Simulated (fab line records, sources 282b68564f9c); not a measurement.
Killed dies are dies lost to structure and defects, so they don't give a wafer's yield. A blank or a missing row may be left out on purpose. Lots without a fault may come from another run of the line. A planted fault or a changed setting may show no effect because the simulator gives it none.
A struck lot beside a sound one | flow rit_cmos | 17 steps out of a route of 202
Sound: wafers L717.1, L717.2, L717.6. Struck: wafer L721.5. (L721.1, L721.2 of the same lot were not struck and are left out.) The cause comes at the end.
At each step with rows: each side's tool, then ch and its chambers, then its first start. Under that, the readings that differ: sound wafers | struck wafers | difference of the means | sigmas: that difference in standard deviations of wafers without a fault.
alike: readings whose means differ by less than 2 such deviations, and words and numbers that are the same on both sides. not compared: withheld readings, readings that some wafer has no value for, bounds like >300 that may hide the same value, and numbers for which the record gives no deviation and whose values overlap.
The two part at a step that has a row with sigmas, a row that says differs or no value, or rows on one side only. Numbers that don't overlap but have no deviation are shown without sigmas and don't part them. A reading that every wafer of one side lacks parts them only if that side has two wafers or more.

first, 1 step without rows for these wafers: RIT_PSD_IMPLANT_08.
RIT_PSD_STRIP_09: strips in O2, time 180 s.
  sound on plasma_asher-03 ch 0,1, day 5 21:55; struck on plasma_asher-02 ch 0, day 6 17:19
  alike: drypump_motor_current_A
  not compared: rf_hours_counter_h
RIT_PSD_TW_MEAS_10:
  sound on film_metro-04, day 5 22:05; struck on film_metro-04, day 6 17:29
  reading | sound          | struck | difference | sigmas
  PSD_TW  | 3426 3404 3436 | 3461   | +39        | +2
then, 3 steps without rows for these wafers: RIT_SDANNEAL_CLEAN_00 (cleans in SC1, time 600 s); RIT_SDANNEAL_CLEAN_01 (cleans in dHF, time 30 s); RIT_SDANNEAL_CLEAN_02 (cleans in SC2, time 600 s).
RIT_SDANNEAL_RTA_03: time 5 s.
  sound on rtp_anneal-02 ch 0, day 5 22:32; struck on rtp_anneal-02 ch 0, day 6 17:55
  alike: ramp_up_c_per_s, wafer_temp_C_max
RIT_SDANNEAL_RS_MEAS_04: measures by four-point-probe.
  sound on film_metro-01, day 5 22:36; struck on film_metro-04, day 6 17:58
  alike: PSD_RS
RIT_SDANNEAL_RS_MEAS_05: measures by four-point-probe.
  sound on film_metro-01, day 5 22:43; struck on film_metro-04, day 6 18:05
  alike: NSD_RS
RIT_SDANNEAL_RS_MEAS_06: measures by four-point-probe.
  sound on film_metro-01, day 5 22:50; struck on film_metro-04, day 6 18:13
  alike: PLDD_RS
RIT_SDANNEAL_RS_MEAS_07: measures by four-point-probe.
  sound on film_metro-01, day 5 22:58; struck on film_metro-04, day 6 18:20
  alike: NLDD_RS
then, 1 step without rows for these wafers: RIT_SILICIDE_WET_ETCH_00 (etches SiO2 in BOE, target depth 14 nm, time 15 s).
RIT_SILICIDE_SPUTTER_01: material Ti, target thk 30 nm, time 240 s.
  sound on pvd_sputter-03, day 5 23:05; struck on pvd_sputter-03, day 6 18:28
  reading                                     | sound                | struck | difference | sigmas
  cathode_dc_power_W (W)                      | 350.02 350.12 350.01 | 377.47 | +27.42     | +99 or more
  model.Ti_of_SILICIDE_SPUTTER_01.thk_nm (nm) | 30.24 29.82 30.23    | 32.46  | +2.36      |
  alike: throttle_valve_pct
RIT_SILICIDE_RS_MEAS_02: measures by four-point-probe.
  sound on film_metro-02, day 5 23:14; struck on film_metro-03, day 6 18:37
  reading                 | sound          | struck | difference | sigmas
  SILICIDE_TI_RS (ohm/sq) | 47.3 48.2 47.5 | 43.4   | -4.3       | -8
RIT_SILICIDE_THK_MEAS_03: measures by xrf.
  sound on film_metro-02, day 5 23:22; struck on film_metro-03, day 6 18:44
  reading              | sound          | struck | difference | sigmas
  SILICIDE_TI_THK (nm) | 29.7 29.5 29.8 | 31.4   | +1.7       | +6
RIT_SILICIDE_RTA_04: time 10 s, ramp up 5 s, ramp down 5 s.
  sound on rtp_anneal-01 ch 0, day 5 23:25; struck on rtp_anneal-01 ch 0, day 6 18:47
  alike: wafer_temp_C_max
RIT_M1_PROBE_99:
  sound on prober-02, day 6 06:14; struck on prober-01, day 7 04:24
  reading                              | sound             | struck | difference | sigmas
  killed_at_contacts                   | 2 0 0             | 0      | -1         | -3
  model.etest.contact_pplus.end_ohm_um | 44.46 44.27 43.91 | 49.81  | +5.60      |
  model.etest.contact_nplus.end_ohm_um | 41.67 41.1 41.87  | 46.26  | +4.71      |
  model.etest.npoly_line.rs_ohm_sq     | 16.95 17.03 17.02 | 15.98  | -1.02      |
  model.etest.ppoly_line.rs_ohm_sq     | 16.46 16.54 16.39 | 15.55  | -0.91      |
  model.etest.npoly_sal.rs_ohm_sq      | 4.277 4.365 4.274 | 4.018  | -0.287     |
  model.etest.ppoly_sal.rs_ohm_sq      | 4.286 4.342 4.237 | 4.013  | -0.275     |
  model.etest.pplus_sal.rs_ohm_sq      | 4.255 4.348 4.269 | 4.027  | -0.264     |
  model.etest.nplus_sal.rs_ohm_sq      | 4.25 4.341 4.241  | 4.015  | -0.262     |
  alike: killed_at_front_end, killed_dies, killed_open, killed_short

WHERE THEY PART
First at RIT_PSD_TW_MEAS_10; last, within this record, at RIT_M1_PROBE_99.

WHY: what the simulator had put in
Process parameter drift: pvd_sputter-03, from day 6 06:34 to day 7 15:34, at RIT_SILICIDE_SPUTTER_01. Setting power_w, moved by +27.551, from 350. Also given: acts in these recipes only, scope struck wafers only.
